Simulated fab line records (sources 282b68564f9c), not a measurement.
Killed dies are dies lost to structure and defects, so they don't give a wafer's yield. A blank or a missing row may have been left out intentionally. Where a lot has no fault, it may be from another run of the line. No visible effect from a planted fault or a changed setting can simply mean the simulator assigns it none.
fab line records / flow ritCmos
[record] lots = 6 wafers = 18 lastDay = 11
route steps=202 shown PRETRO@69 GATE@75 FOX2@80 M1@202
lots that met no fault: taken from a fault-free run of the same line
startH: hours from the record's first day to the start of the lot's first wafer shown / waitH: time in hours since the lot's previous step / " as in the row above / L1.1+2: one row covering several wafers at once / - no value, or no start given / * or withheld: withheld / < > ~ a bound
route shown NAME@n: names a module that has steps shown in the file, with the first one's number in the route / usual: the fault-free wafers' mean and standard deviation / same: alike in all rows / chamber/n: place in a boat / sites: each site's reading / _std_site: the standard deviation of these / _edge_site: the outer-site mean with the inner-site mean subtracted / radiusMm: how far each site lies from the wafer's centre / mask NAME#n: copy n / behind: tool/chamber where the wafer was last shaped / hold: the reason the lot was held/the length of the hold in hours/how it ended / device: names the non-switching transistor (n, p or np) / end of line: the route-end tests of the same wafers / where a step has no rows: the recipe by itself / killed: dies that structure and defects cost at the first sort, which is not the same as the wafer's yield / map: a wafer's dies, x killed, . not, _ none there
set.NAME: the setting the step ran with; set.NAME@STEP: the setting that earlier step ran with / model.NAME: the simulator's own value behind a step, which no gauge read
lots at selected steps of the route; one table per step, one row per wafer
services: from which hour (startH, from the record's first day; less than 0 if before it) a tool's chamber was out of use, for how many hours, and why
[[steps]]
[step RIT_PRETRO_DEVELOP_05]
[recipe] resist = NOVOLAK developTimeS = 68 devTempC = 23
[step RIT_PRETRO_OVL_MEAS_06]
[usual] PRETRO_OVL = -1.1/1.3
lot.wafer=L600.1 tool=overlay-01 chamber=- startH=75.64 waitH=- PRETRO_OVL[nm]=0.4
lot.wafer=L600.2 tool=overlay-01 chamber=- startH=75.64 waitH=- PRETRO_OVL[nm]=0.8
lot.wafer=L600.6 tool=overlay-01 chamber=- startH=75.64 waitH=- PRETRO_OVL[nm]=0.8
lot.wafer=L604.2 tool=overlay-02 chamber=- startH=95.74 waitH=- PRETRO_OVL[nm]=0.5
lot.wafer=L604.4 tool=overlay-02 chamber=- startH=95.74 waitH=- PRETRO_OVL[nm]=0.5
lot.wafer=L604.6 tool=overlay-02 chamber=- startH=95.74 waitH=- PRETRO_OVL[nm]=-0.9
lot.wafer=L605.2 tool=overlay-02 chamber=- startH=101.79 waitH=- PRETRO_OVL[nm]=-2.5
lot.wafer=L605.4 tool=overlay-02 chamber=- startH=101.79 waitH=- PRETRO_OVL[nm]=-1.9
lot.wafer=L605.5 tool=overlay-02 chamber=- startH=101.79 waitH=- PRETRO_OVL[nm]=-3.7
lot.wafer=L606.2 tool=overlay-01 chamber=- startH=106.96 waitH=- PRETRO_OVL[nm]=-0.4
lot.wafer=L606.4 tool=overlay-01 chamber=- startH=106.96 waitH=- PRETRO_OVL[nm]=-0.5
lot.wafer=L606.5 tool=overlay-01 chamber=- startH=106.96 waitH=- PRETRO_OVL[nm]=-0.7
lot.wafer=L608.1 tool=overlay-01 chamber=- startH=115.69 waitH=- PRETRO_OVL[nm]=-2.5
lot.wafer=L608.4 tool=overlay-01 chamber=- startH=115.69 waitH=- PRETRO_OVL[nm]=-1.7
lot.wafer=L608.6 tool=overlay-01 chamber=- startH=115.69 waitH=- PRETRO_OVL[nm]=-1.5
lot.wafer=L611.2 tool=overlay-01 chamber=- startH=132.01 waitH=- PRETRO_OVL[nm]=-1.1
lot.wafer=L611.3 tool=overlay-01 chamber=- startH=132.01 waitH=- PRETRO_OVL[nm]=-2.2
lot.wafer=L611.4 tool=overlay-01 chamber=- startH=132.01 waitH=- PRETRO_OVL[nm]=-1.3
[step RIT_PRETRO_HARDBAKE_07]
[recipe] resist = NOVOLAK tempC = 140 timeS = 120
[step RIT_PRETRO_IMPLANT_08]
[recipe] species = B energyKev = 45 doseCm2 = 1.2e+13 tiltDeg = 7
[step RIT_PRETRO_STRIP_09]
[recipe] chemistry = O2 timeS = 180 resist = NOVOLAK platenTempC = withheld powerW = 500 pressureMtorr = 4000 o2FlowSccm = 4000
[usual] drypumpMotorCurrentA = 5.7/0.32
lot.wafer=L600.1 tool=plasmaAsher-02 chamber=0 startH=76.08 waitH=0.1 drypumpMotorCurrentA=5.3 rfHoursCounterH=30
lot.wafer=L600.2 tool=plasmaAsher-02 chamber=1 startH=76.08 waitH=0.1 drypumpMotorCurrentA=5.9 rfHoursCounterH=30
lot.wafer=L600.6 tool=plasmaAsher-02 chamber=1 startH=76.08 waitH=0.1 drypumpMotorCurrentA=5.9 rfHoursCounterH=-
lot.wafer=L604.2 tool=plasmaAsher-03 chamber=1 startH=96.17 waitH=0.1 drypumpMotorCurrentA=6.0 rfHoursCounterH=43
lot.wafer=L604.4 tool=plasmaAsher-03 chamber=0 startH=96.17 waitH=0.1 drypumpMotorCurrentA=5.5 rfHoursCounterH=-
lot.wafer=L604.6 tool=plasmaAsher-03 chamber=0 startH=96.17 waitH=0.1 drypumpMotorCurrentA=5.4 rfHoursCounterH=-
lot.wafer=L605.2 tool=plasmaAsher-01 chamber=1 startH=102.22 waitH=0.1 drypumpMotorCurrentA=5.3 rfHoursCounterH=43
lot.wafer=L605.4 tool=plasmaAsher-01 chamber=0 startH=102.22 waitH=0.1 drypumpMotorCurrentA=6.1 rfHoursCounterH=-
lot.wafer=L605.5 tool=plasmaAsher-01 chamber=0 startH=102.22 waitH=0.1 drypumpMotorCurrentA=6.1 rfHoursCounterH=-
lot.wafer=L606.2 tool=plasmaAsher-02 chamber=1 startH=107.40 waitH=0.1 drypumpMotorCurrentA=5.9 rfHoursCounterH=33
lot.wafer=L606.4 tool=plasmaAsher-02 chamber=1 startH=107.40 waitH=0.1 drypumpMotorCurrentA=5.9 rfHoursCounterH=-
lot.wafer=L606.5 tool=plasmaAsher-02 chamber=1 startH=107.40 waitH=0.1 drypumpMotorCurrentA=5.9 rfHoursCounterH=-
lot.wafer=L608.1 tool=plasmaAsher-03 chamber=0 startH=116.13 waitH=0.1 drypumpMotorCurrentA=5.4 rfHoursCounterH=46
lot.wafer=L608.4 tool=plasmaAsher-03 chamber=1 startH=116.13 waitH=0.1 drypumpMotorCurrentA=5.9 rfHoursCounterH=-
lot.wafer=L608.6 tool=plasmaAsher-03 chamber=0 startH=116.13 waitH=0.1 drypumpMotorCurrentA=5.4 rfHoursCounterH=-
lot.wafer=L611.2 tool=plasmaAsher-03 chamber=1 startH=132.44 waitH=0.1 drypumpMotorCurrentA=5.9 rfHoursCounterH=48
lot.wafer=L611.3 tool=plasmaAsher-03 chamber=0 startH=132.44 waitH=0.1 drypumpMotorCurrentA=5.4 rfHoursCounterH=-
lot.wafer=L611.4 tool=plasmaAsher-03 chamber=1 startH=132.44 waitH=0.1 drypumpMotorCurrentA=5.9 rfHoursCounterH=-
[step RIT_PRETRO_TW_MEAS_10]
[usual] PRETRO_TW = 470.9/2.4
lot.wafer=L600.1 tool=filmMetro-03 chamber=- startH=76.25 waitH=0.1 PRETRO_TW=471.1
lot.wafer=L600.2 tool=filmMetro-03 chamber=- startH=76.25 waitH=0.1 PRETRO_TW=473.0
lot.wafer=L600.6 tool=filmMetro-03 chamber=- startH=76.25 waitH=0.1 PRETRO_TW=472.1
lot.wafer=L604.2 tool=filmMetro-04 chamber=- startH=96.35 waitH=0.1 PRETRO_TW=470.8
lot.wafer=L604.4 tool=filmMetro-04 chamber=- startH=96.35 waitH=0.1 PRETRO_TW=472.0
lot.wafer=L604.6 tool=filmMetro-04 chamber=- startH=96.35 waitH=0.1 PRETRO_TW=469.4
lot.wafer=L605.2 tool=filmMetro-02 chamber=- startH=102.41 waitH=0.1 PRETRO_TW=468.3
lot.wafer=L605.4 tool=filmMetro-02 chamber=- startH=102.41 waitH=0.1 PRETRO_TW=472.7
lot.wafer=L605.5 tool=filmMetro-02 chamber=- startH=102.41 waitH=0.1 PRETRO_TW=469.4
lot.wafer=L606.2 tool=filmMetro-02 chamber=- startH=107.58 waitH=0.1 PRETRO_TW=471.9
lot.wafer=L606.4 tool=filmMetro-02 chamber=- startH=107.58 waitH=0.1 PRETRO_TW=472.4
lot.wafer=L606.5 tool=filmMetro-02 chamber=- startH=107.58 waitH=0.1 PRETRO_TW=471.5
lot.wafer=L608.1 tool=filmMetro-02 chamber=- startH=116.30 waitH=0.1 PRETRO_TW=473.2
lot.wafer=L608.4 tool=filmMetro-02 chamber=- startH=116.30 waitH=0.1 PRETRO_TW=472.3
lot.wafer=L608.6 tool=filmMetro-02 chamber=- startH=116.30 waitH=0.1 PRETRO_TW=471.9
lot.wafer=L611.2 tool=filmMetro-02 chamber=- startH=132.63 waitH=0.1 PRETRO_TW=473.4
lot.wafer=L611.3 tool=filmMetro-02 chamber=- startH=132.63 waitH=0.1 PRETRO_TW=472.9
lot.wafer=L611.4 tool=filmMetro-02 chamber=- startH=132.63 waitH=0.1 PRETRO_TW=470.4
[step RIT_GATE_WET_ETCH_00]
[recipe] chemistry = BOE target = SiO2 targetDepthNm = 56 timeS = 60 dry = n2Spin dilution = 10:1 tempC = 21.5
[step RIT_GATE_CLEAN_01]
[recipe] chemistry = SC1 mix = 3:3:50 timeS = 600 tempC = 75
[step RIT_GATE_CLEAN_02]
[recipe] chemistry = dHF dilution = 50:1 timeS = 30
[step RIT_GATE_CLEAN_03]
[recipe] chemistry = SC2 mix = 3:3:50 timeS = 600 tempC = 75 dry = n2Spin
[step RIT_GATE_CLEAN_04]
[recipe] chemistry = dHF dilution = 50:1 timeS = 60 dry = n2Spin
[step RIT_FOX2_THK_MEAS_91]
[recipe] reads = SiO2_of_FOX2_OXIDATION_00
[usual] FIELD_OXIDE_LEFT_2_THK = 254/6.1
lot.wafer=L600.1 tool=filmMetro-03 chamber=- startH=76.75 waitH=0.0 FIELD_OXIDE_LEFT_2_THK[nm]=265
lot.wafer=L600.2 tool=filmMetro-03 chamber=- startH=76.75 waitH=0.0 FIELD_OXIDE_LEFT_2_THK[nm]=264
lot.wafer=L600.6 tool=filmMetro-03 chamber=- startH=76.75 waitH=0.0 FIELD_OXIDE_LEFT_2_THK[nm]=265
lot.wafer=L604.2 tool=filmMetro-01 chamber=- startH=96.83 waitH=0.0 FIELD_OXIDE_LEFT_2_THK[nm]=263
lot.wafer=L604.4 tool=filmMetro-01 chamber=- startH=96.83 waitH=0.0 FIELD_OXIDE_LEFT_2_THK[nm]=259
lot.wafer=L604.6 tool=filmMetro-01 chamber=- startH=96.83 waitH=0.0 FIELD_OXIDE_LEFT_2_THK[nm]=262
lot.wafer=L605.2 tool=filmMetro-01 chamber=- startH=102.90 waitH=0.0 FIELD_OXIDE_LEFT_2_THK[nm]=249
lot.wafer=L605.4 tool=filmMetro-01 chamber=- startH=102.90 waitH=0.0 FIELD_OXIDE_LEFT_2_THK[nm]=246
lot.wafer=L605.5 tool=filmMetro-01 chamber=- startH=102.90 waitH=0.0 FIELD_OXIDE_LEFT_2_THK[nm]=251
lot.wafer=L606.2 tool=filmMetro-02 chamber=- startH=108.08 waitH=0.0 FIELD_OXIDE_LEFT_2_THK[nm]=261
lot.wafer=L606.4 tool=filmMetro-02 chamber=- startH=108.08 waitH=0.0 FIELD_OXIDE_LEFT_2_THK[nm]=261
lot.wafer=L606.5 tool=filmMetro-02 chamber=- startH=108.08 waitH=0.0 FIELD_OXIDE_LEFT_2_THK[nm]=258
lot.wafer=L608.1 tool=filmMetro-02 chamber=- startH=116.80 waitH=0.0 FIELD_OXIDE_LEFT_2_THK[nm]=251
lot.wafer=L608.4 tool=filmMetro-02 chamber=- startH=116.80 waitH=0.0 FIELD_OXIDE_LEFT_2_THK[nm]=249
lot.wafer=L608.6 tool=filmMetro-02 chamber=- startH=116.80 waitH=0.0 FIELD_OXIDE_LEFT_2_THK[nm]=252
lot.wafer=L611.2 tool=filmMetro-02 chamber=- startH=133.10 waitH=0.0 FIELD_OXIDE_LEFT_2_THK[nm]=249
lot.wafer=L611.3 tool=filmMetro-02 chamber=- startH=133.10 waitH=0.0 FIELD_OXIDE_LEFT_2_THK[nm]=250
lot.wafer=L611.4 tool=filmMetro-02 chamber=- startH=133.10 waitH=0.0 FIELD_OXIDE_LEFT_2_THK[nm]=252
[step RIT_GATE_OXIDATION_05]
[recipe] tempC = 900 ambient = O2 targetThkA = 30 oxTimeS = 270
[usual] tubeCenterTempC = 899.99/0.076
lot.wafer=L600.1 tool=furnace-03 chamber=0 startH=76.81 waitH=0.1 tubeCenterTempC=900.01
lot.wafer=L600.2 tool=furnace-03 chamber=0 startH=76.81 waitH=0.1 tubeCenterTempC=899.97
lot.wafer=L600.6 tool=furnace-03 chamber=0 startH=76.81 waitH=0.1 tubeCenterTempC=900.01
lot.wafer=L604.2 tool=furnace-02 chamber=0 startH=97.05 waitH=0.2 tubeCenterTempC=899.91
lot.wafer=L604.4 tool=furnace-02 chamber=0 startH=97.05 waitH=0.2 tubeCenterTempC=899.92
lot.wafer=L604.6 tool=furnace-02 chamber=0 startH=97.05 waitH=0.2 tubeCenterTempC=899.88
lot.wafer=L605.2 tool=furnace-03 chamber=0 startH=103.43 waitH=0.5 tubeCenterTempC=899.91
lot.wafer=L605.4 tool=furnace-03 chamber=0 startH=103.43 waitH=0.5 tubeCenterTempC=899.97
lot.wafer=L605.5 tool=furnace-03 chamber=0 startH=103.43 waitH=0.5 tubeCenterTempC=900
lot.wafer=L611.2 tool=furnace-01 chamber=0 startH=133.15 waitH=0.0 tubeCenterTempC=900.05
lot.wafer=L611.3 tool=furnace-01 chamber=0 startH=133.15 waitH=0.0 tubeCenterTempC=899.89
lot.wafer=L611.4 tool=furnace-01 chamber=0 startH=133.15 waitH=0.0 tubeCenterTempC=900.02
lot.wafer=L606.2 tool=furnace-03 chamber=0 startH=228.41 waitH=120.3 tubeCenterTempC=899.99
lot.wafer=L606.4 tool=furnace-03 chamber=0 startH=228.41 waitH=120.3 tubeCenterTempC=899.92
lot.wafer=L606.5 tool=furnace-03 chamber=0 startH=228.41 waitH=120.3 tubeCenterTempC=899.99
lot.wafer=L608.1 tool=furnace-01 chamber=0 startH=237.05 waitH=120.2 tubeCenterTempC=900.08
lot.wafer=L608.4 tool=furnace-01 chamber=0 startH=237.05 waitH=120.2 tubeCenterTempC=899.99
lot.wafer=L608.6 tool=furnace-01 chamber=0 startH=237.05 waitH=120.2 tubeCenterTempC=899.99
[step RIT_GATE_ANNEAL_06]
[recipe] tempC = 900 timeS = 600 ambient = N2O
[step RIT_M1_PROBE_99]
[usual] killedAtFrontEnd = 7/3.3 killedDies = 7/3.3 killedOpen = 3.6/2 killedShort = 3.6/2.1
[same] grossDies = 264 killed_at_M0_to_M3 = 0 killed_at_M4_up = 0 killedAtBackSide = 0 killedAtContacts = 0 killedAtOther = 0
lot.wafer=L600.1 tool=prober-02 chamber=- startH=103.56 waitH=0.1 killedAtFrontEnd=8 killedDies=8 killedOpen=4 killedShort=4 model.etest.nmos_0p15.gateBvV=4.828 model.etest.pmos_0p15.gateBvV=4.757 model.etest.pmos_0p15.bvV=5.684 model.etest.pmos_0p3.bvV=5.683 model.etest.nmos_0p3.bvV=5.507 model.etest.nmos_0p15.bvV=5.507
lot.wafer=L600.2 tool=prober-02 chamber=- startH=103.61 waitH=0.1 killedAtFrontEnd=5 killedDies=5 killedOpen=2 killedShort=3 model.etest.nmos_0p15.gateBvV=4.89 model.etest.pmos_0p15.gateBvV=4.765 model.etest.pmos_0p15.bvV=5.695 model.etest.pmos_0p3.bvV=5.694 model.etest.nmos_0p3.bvV=5.531 model.etest.nmos_0p15.bvV=5.531
lot.wafer=L600.6 tool=prober-02 chamber=- startH=103.81 waitH=0.2 killedAtFrontEnd=1 killedDies=1 killedOpen=1 killedShort=0 model.etest.nmos_0p15.gateBvV=4.801 model.etest.pmos_0p15.gateBvV=4.656 model.etest.pmos_0p15.bvV=5.626 model.etest.pmos_0p3.bvV=5.625 model.etest.nmos_0p3.bvV=5.479 model.etest.nmos_0p15.bvV=5.479
lot.wafer=L604.2 tool=prober-02 chamber=- startH=121.60 waitH=0.1 killedAtFrontEnd=6 killedDies=6 killedOpen=3 killedShort=3 model.etest.nmos_0p15.gateBvV=4.865 model.etest.pmos_0p15.gateBvV=4.728 model.etest.pmos_0p15.bvV=5.691 model.etest.pmos_0p3.bvV=5.689 model.etest.nmos_0p3.bvV=5.528 model.etest.nmos_0p15.bvV=5.528
lot.wafer=L604.4 tool=prober-02 chamber=- startH=121.70 waitH=0.2 killedAtFrontEnd=8 killedDies=8 killedOpen=3 killedShort=5 model.etest.nmos_0p15.gateBvV=4.896 model.etest.pmos_0p15.gateBvV=4.79 model.etest.pmos_0p15.bvV=5.736 model.etest.pmos_0p3.bvV=5.735 model.etest.nmos_0p3.bvV=5.516 model.etest.nmos_0p15.bvV=5.516
lot.wafer=L604.6 tool=prober-02 chamber=- startH=121.80 waitH=0.2 killedAtFrontEnd=4 killedDies=4 killedOpen=4 killedShort=0 model.etest.nmos_0p15.gateBvV=4.904 model.etest.pmos_0p15.gateBvV=4.816 model.etest.pmos_0p15.bvV=5.759 model.etest.pmos_0p3.bvV=5.757 model.etest.nmos_0p3.bvV=5.559 model.etest.nmos_0p15.bvV=5.559
lot.wafer=L605.2 tool=prober-01 chamber=- startH=128.00 waitH=0.1 killedAtFrontEnd=7 killedDies=7 killedOpen=5 killedShort=2 model.etest.nmos_0p15.gateBvV=4.737 model.etest.pmos_0p15.gateBvV=4.591 model.etest.pmos_0p15.bvV=5.597 model.etest.pmos_0p3.bvV=5.596 model.etest.nmos_0p3.bvV=5.482 model.etest.nmos_0p15.bvV=5.482
lot.wafer=L605.4 tool=prober-01 chamber=- startH=128.10 waitH=0.2 killedAtFrontEnd=10 killedDies=10 killedOpen=6 killedShort=4 model.etest.nmos_0p15.gateBvV=4.697 model.etest.pmos_0p15.gateBvV=4.625 model.etest.pmos_0p15.bvV=5.626 model.etest.pmos_0p3.bvV=5.625 model.etest.nmos_0p3.bvV=5.427 model.etest.nmos_0p15.bvV=5.427
lot.wafer=L605.5 tool=prober-01 chamber=- startH=128.15 waitH=0.2 killedAtFrontEnd=7 killedDies=7 killedOpen=5 killedShort=2 model.etest.nmos_0p15.gateBvV=4.767 model.etest.pmos_0p15.gateBvV=4.688 model.etest.pmos_0p15.bvV=5.664 model.etest.pmos_0p3.bvV=5.663 model.etest.nmos_0p3.bvV=5.51 model.etest.nmos_0p15.bvV=5.51
lot.wafer=L611.2 tool=prober-01 chamber=- startH=157.99 waitH=0.1 killedAtFrontEnd=8 killedDies=8 killedOpen=4 killedShort=4 model.etest.nmos_0p15.gateBvV=4.785 model.etest.pmos_0p15.gateBvV=4.66 model.etest.pmos_0p15.bvV=5.648 model.etest.pmos_0p3.bvV=5.648 model.etest.nmos_0p3.bvV=5.499 model.etest.nmos_0p15.bvV=5.499
lot.wafer=L611.3 tool=prober-01 chamber=- startH=158.04 waitH=0.2 killedAtFrontEnd=10 killedDies=10 killedOpen=6 killedShort=4 model.etest.nmos_0p15.gateBvV=4.748 model.etest.pmos_0p15.gateBvV=4.679 model.etest.pmos_0p15.bvV=5.649 model.etest.pmos_0p3.bvV=5.649 model.etest.nmos_0p3.bvV=5.444 model.etest.nmos_0p15.bvV=5.444
lot.wafer=L611.4 tool=prober-01 chamber=- startH=158.09 waitH=0.2 killedAtFrontEnd=4 killedDies=4 killedOpen=2 killedShort=2 model.etest.nmos_0p15.gateBvV=4.815 model.etest.pmos_0p15.gateBvV=4.692 model.etest.pmos_0p15.bvV=5.674 model.etest.pmos_0p3.bvV=5.673 model.etest.nmos_0p3.bvV=5.473 model.etest.nmos_0p15.bvV=5.473
lot.wafer=L608.1 tool=prober-02 chamber=- startH=262.10 waitH=0.1 killedAtFrontEnd=12 killedDies=12 killedOpen=5 killedShort=7 model.etest.nmos_0p15.gateBvV=4.392 model.etest.pmos_0p15.gateBvV=4.315 model.etest.pmos_0p15.bvV=5.359 model.etest.pmos_0p3.bvV=5.359 model.etest.nmos_0p3.bvV=5.274 model.etest.nmos_0p15.bvV=5.274
lot.wafer=L608.4 tool=prober-02 chamber=- startH=262.25 waitH=0.2 killedAtFrontEnd=6 killedDies=6 killedOpen=3 killedShort=3 model.etest.nmos_0p15.gateBvV=4.471 model.etest.pmos_0p15.gateBvV=4.352 model.etest.pmos_0p15.bvV=5.378 model.etest.pmos_0p3.bvV=5.377 model.etest.nmos_0p3.bvV=5.31 model.etest.nmos_0p15.bvV=5.31
lot.wafer=L608.6 tool=prober-02 chamber=- startH=262.35 waitH=0.2 killedAtFrontEnd=5 killedDies=5 killedOpen=1 killedShort=4 model.etest.nmos_0p15.gateBvV=4.411 model.etest.pmos_0p15.gateBvV=4.298 model.etest.pmos_0p15.bvV=5.351 model.etest.pmos_0p3.bvV=5.351 model.etest.nmos_0p3.bvV=5.306 model.etest.nmos_0p15.bvV=5.306
// killed by level:class
L600.1 SPACER:geometricParticle:short=2 FOX2:geometricParticle:open=1 FOX2:geometricParticle:short=1 GATE:geometricParticle:open=1 GATE:geometricParticle:short=1 SPACER:geometricParticle:open=1 SILICIDE:geometricParticle:open=1
L600.2 FOX2:geometricParticle:short=1 GATE:geometricParticle:open=1 REOX:geometricParticle:short=1 SILICIDE:geometricParticle:open=1 SILICIDE:geometricParticle:short=1
L600.6 SILICIDE:geometricParticle:open=1
L604.2 GATE:geometricParticle:open=3 GATE:geometricParticle:short=2 FOX1:geometricParticle:short=1
L604.4 GATE:geometricParticle:short=2 FOX1:geometricParticle:short=1 FOX1:geometricParticle:open=1 FOX2:geometricParticle:short=1 GATE:geometricParticle:open=1 SILICIDE:geometricParticle:open=1 SILICIDE:geometricParticle:short=1
L604.6 GATE:geometricParticle:open=3 SILICIDE:geometricParticle:open=1
L605.2 GATE:geometricParticle:open=2 SILICIDE:geometricParticle:open=2 FOX2:geometricParticle:open=1 GATE:geometricParticle:short=1 REOX:geometricParticle:short=1
L605.4 GATE:geometricParticle:open=2 SPACER:geometricParticle:open=2 FOX1:geometricParticle:open=1 FOX1:geometricParticle:short=1 GATE:geometricParticle:short=1 REOX:geometricParticle:short=1 REOX:geometricParticle:open=1 SPACER:geometricParticle:short=1
L605.5 GATE:geometricParticle:open=2 REOX:geometricParticle:open=2 REOX:geometricParticle:short=2 SPACER:geometricParticle:open=1
L611.2 REOX:geometricParticle:short=3 SILICIDE:geometricParticle:open=3 ACTIVE:geometricParticle:short=1 GATE:geometricParticle:open=1
L611.3 GATE:geometricParticle:open=3 GATE:geometricParticle:short=2 REOX:geometricParticle:short=2 SILICIDE:geometricParticle:open=2 SPACER:geometricParticle:open=1
L611.4 GATE:geometricParticle:short=2 GATE:geometricParticle:open=1 SILICIDE:geometricParticle:open=1
L608.1 SILICIDE:geometricParticle:short=3 GATE:geometricParticle:open=2 GATE:geometricParticle:short=2 SPACER:geometricParticle:open=2 FOX1:geometricParticle:short=1 REOX:geometricParticle:short=1 REOX:geometricParticle:open=1
L608.4 SILICIDE:geometricParticle:open=2 FOX2:geometricParticle:short=1 GATE:geometricParticle:open=1 SPACER:geometricParticle:short=1 SILICIDE:geometricParticle:short=1
L608.6 GATE:geometricParticle:open=1 GATE:geometricParticle:short=1 REOX:geometricParticle:short=1 SPACER:geometricParticle:short=1 SILICIDE:geometricParticle:short=1
[[services]]
tool=furnace-01 chamber=- startH=69.48 hours=5.4 kind=pm
tool=furnace-01 chamber=- startH=77.43 hours=2.6 kind=pm
tool=plasmaAsher-01 chamber=- startH=111.34 hours=10.6 kind=repair
tool=furnace-02 chamber=- startH=122.60 hours=3.3 kind=pm
tool=plasmaAsher-01 chamber=- startH=123.88 hours=14.6 kind=pm
tool=plasmaAsher-03 chamber=- startH=167.46 hours=2.8 kind=pm
[[key]]
[firstSign] step = RIT_GATE_OXIDATION_05 reading = waitH direction = changed
effect none on later readings
[modelEffect] step = RIT_M1_PROBE_99 value = etest.nmos_0p15.gateBvV without = 4.827 struck = 4.425
metAt RIT_GATE_OXIDATION_05
struckWafers L606.2,L606.4,L606.5,L608.1,L608.4,L608.6
rowsEnd L606.2,L606.4,L606.5
testerLeftOut L608
[fault] kind = queueTimeViolation tool = furnace-01,furnace-02,furnace-03 chamber = 0 onsetH = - steps = RIT_GATE_OXIDATION_05 delayHr = 120 scope = struckLotsOnly
// testerLeftOut: of these lots the tester's yield and bins aren't shown, on N5 and GAA mostly nor the transistor test; their killed dies are dies lost to structure and defects alone, not to doping, threshold or leakage, so they don't give the yield
// rowsEnd: these wafers met a further fault down the route, and their rows from its step on are left out
